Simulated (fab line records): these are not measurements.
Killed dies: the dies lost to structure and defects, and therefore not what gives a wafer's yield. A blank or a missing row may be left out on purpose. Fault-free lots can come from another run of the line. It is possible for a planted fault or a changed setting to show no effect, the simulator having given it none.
The tool behind it: which one? | flow rit-cmos | Sampling: 14 lots, 42 wafers, 4 of 202 route steps

WHAT EACH GAUGE READ, for each wafer
RIT_ACTIVE_CD_MEAS_90: target cd 1400 nm. Usual: cd-nm at 1400.2 nm, with a standard deviation of 2.4.
lot  | measured    | on        | cd-nm (nm)           | flag
L131 | day 1 15:11 | cd-sem-01 | 1398.8 1397.9 1400.0 |
L132 | day 1 20:08 | cd-sem-02 | 1400.6 1401.9 1399.1 |
L133 | day 2 01:04 | cd-sem-02 | 1404.8 1405.5 1404.9 |
L134 | day 2 06:10 | cd-sem-01 | 1399.2 1398.8 1399.7 |
L135 | day 2 11:08 | cd-sem-02 | 1403.6 1400.2 1401.9 |
L136 | day 2 16:01 | cd-sem-02 | 1399.0 1401.9 1401.6 |
L140 | day 3 12:13 | cd-sem-01 | 1402.3 1400.2 1400.8 |
L143 | day 4 03:10 | cd-sem-02 | 1396.3 1397.5 1397.0 |
L146 | day 4 18:01 | cd-sem-02 | 1395.2 1397.0 1396.7 |
L147 | day 4 23:02 | cd-sem-01 | 1398.7 1402.8 1398.5 |
L149 | day 5 09:01 | cd-sem-02 | 1396.6 1399.5 1397.7 |
L150 | day 5 14:08 | cd-sem-01 | 1396.4 1399.1 1398.7 |
L151 | day 5 19:01 | cd-sem-02 | 1399.8 1398.3 1399.6 |
L153 | day 6 05:05 | cd-sem-02 | 1401.8 1400.0 1400.6 |

RIT_PWELL_TW_MEAS_10. Usual: PWELL_TW gives 957 (standard deviation 8.5).
lot  | measured    | on            | PWELL_TW       | flag
L131 | day 1 22:59 | film-metro-01 | 968 961 961    |
L132 | day 2 03:28 | film-metro-04 | 971 966 965    |
L133 | day 2 08:46 | film-metro-01 | 959 963 954    |
L134 | day 2 14:49 | film-metro-04 | 962 965 959    |
L135 | day 2 19:25 | film-metro-04 | 965 966 964    |
L136 | day 3 01:17 | film-metro-04 | 963 963 958    |
L140 | day 3 19:38 | film-metro-04 | 1146 1145 1156 | OFF
L143 | day 4 10:41 | film-metro-01 | 1151 1150 1153 | OFF
L146 | day 5 03:46 | film-metro-04 | 950 947 951    |
L147 | day 5 07:28 | film-metro-02 | 945 944 946    |
L149 | day 5 16:23 | film-metro-01 | 960 961 961    |
L150 | day 5 21:43 | film-metro-04 | 952 954 955    |
L151 | day 6 03:21 | film-metro-01 | 963 961 966    |
L153 | day 6 12:34 | film-metro-04 | 952 951 952    |

RIT_WELLDRIVE_RS_MEAS_02: measurement is done with a four-point probe. Usual: PWELL_RS gives 429.6 ohm/sq (standard deviation 1.2).
lot  | measured    | on            | PWELL_RS (ohm/sq) | flag
L131 | day 2 04:44 | film-metro-04 | 427.6 427.7 428.5 |
L132 | day 2 08:44 | film-metro-04 | 429.3 428.2 428.3 |
L133 | day 2 14:03 | film-metro-04 | 429.4 429.2 428.9 |
L134 | day 2 20:55 | film-metro-04 | 429.6 429.8 428.7 |
L135 | day 3 01:59 | film-metro-04 | 430.8 430.8 431.5 |
L136 | day 3 06:34 | film-metro-02 | 429.3 427.9 429.4 |
L140 | day 4 00:55 | film-metro-04 | 304.6 304.5 304.9 | OFF
L143 | day 4 16:01 | film-metro-02 | 305.1 304.2 304.5 | OFF
L146 | day 5 09:02 | film-metro-01 | 430.2 430.7 430.7 |
L147 | day 5 14:08 | film-metro-04 | 428.0 428.3 426.3 |
L149 | day 5 21:39 | film-metro-02 | 429.2 428.9 430.3 |
L150 | day 6 02:59 | film-metro-02 | 431.2 431.3 431.2 |
L151 | day 6 08:37 | film-metro-01 | 430.6 431.4 428.9 |
L153 | day 6 17:52 | film-metro-01 | 430.1 430.9 430.5 |

TOOL THAT RAN EACH LOT (tool first, then ch and the chambers of the sampled wafers, then the start)
lot  | RIT_PWELL_IMPLANT_08
L131 | implanter-01 ch 0, day 1 22:42
L132 | implanter-01 ch 0, day 2 03:09
L133 | implanter-04 ch 0, day 2 08:28
L134 | implanter-03 ch 0, day 2 14:30
L135 | implanter-04 ch 0, day 2 19:06
L136 | implanter-03 ch 0, day 3 00:58
L140 | implanter-03 ch 0, day 3 19:20
L143 | implanter-03 ch 0, day 4 10:22
L146 | implanter-01 ch 0, day 5 03:27
L147 | implanter-01 ch 0, day 5 07:09
L149 | implanter-01 ch 0, day 5 16:04
L150 | implanter-04 ch 0, day 5 21:24
L151 | implanter-04 ch 0, day 6 03:01
L153 | implanter-04 ch 0, day 6 12:17
- RIT_PWELL_IMPLANT_08

AS READ BY THE TOOLS THEMSELVES (means over the sampled wafers that have a number; for cases with no such wafer, the mark the record gives instead)
RIT_PWELL_IMPLANT_08. Usual: dose-ions-cm2 6.999e+13, standard deviation 7e+10; faraday-current-uA 222, standard deviation 4.3; tilt-deg 6.999 degrees, standard deviation 0.019.
lot  | tool         | dose-ions-cm2 | faraday-current-uA | tilt-deg (degrees) | flag
L131 | implanter-01 | 7.003e+13     | 221                | 7.000              |
L132 | implanter-01 | 6.992e+13     | 224                | 6.990              |
L133 | implanter-04 | 6.997e+13     | 222                | 6.992              |
L134 | implanter-03 | 7.001e+13     | 224                | 6.983              |
L135 | implanter-04 | 7.000e+13     | 221                | 7.006              |
L136 | implanter-03 | 7.002e+13     | 222                | 6.987              |
L140 | implanter-03 | 1.224e+14     | 395                | 7.016              | OFF
L143 | implanter-03 | 1.225e+14     | 392                | 6.994              | OFF
L146 | implanter-01 | 6.997e+13     | 218                | 7.028              |
L147 | implanter-01 | 6.994e+13     | 223                | 6.990              |
L149 | implanter-01 | 6.993e+13     | 220                | 6.986              |
L150 | implanter-04 | 7.001e+13     | 223                | 7.006              |
L151 | implanter-04 | 6.996e+13     | 214                | 6.994              |
L153 | implanter-04 | 6.999e+13     | 223                | 7.021              |

THE ANSWER, worked out from the rows above alone
Rule: a lot counts as off when the mean over its wafers that have a number is more than 3 standard deviations away from the usual mean. Also off: a lot with no number at a reading for which 4 or more lots have one. The other lots that the step has rows for count as sound. After the gauges, taken in route order, come the tools' own readings; for these a lot's mean is taken, as printed above. The first step at which some lot is off is used, and at that step the reading that is off furthest; a lot without a number counts as furthest.
Off: L140, L143, seen at RIT_PWELL_TW_MEAS_10 (PWELL_TW).
If a tool, at a process step before that reading, ran all the lots that are off and no sound lot after the first of them, it fits. The gauges at RIT_PWELL_TW_MEAS_10 aren't tried: what is off there is off at RIT_PWELL_IMPLANT_08 too, on other tools, and a gauge's error can't cause that. One fits: implanter-03 at RIT_PWELL_IMPLANT_08. Its last sound lot is L136 (day 3 00:58), its first lot that is off L140 (day 3 19:20): a fault that began between those two fits.
The tool's own readings at RIT_PWELL_IMPLANT_08 bear it out: on the lots that are off they differ by more than 5 times the standard deviation of the sound lots' means. dose-ions-cm2 reads 1.224e+14 there against 6.998e+13 on the sound lots; faraday-current-uA reads 394 there against 221 on the sound lots.

WHAT THE SIMULATOR PUT IN
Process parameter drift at RIT_PWELL_IMPLANT_08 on implanter-03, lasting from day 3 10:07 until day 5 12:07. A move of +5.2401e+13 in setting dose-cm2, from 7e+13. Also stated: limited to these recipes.
Lots struck among those shown: L140, L143. The same result came from the rule above.
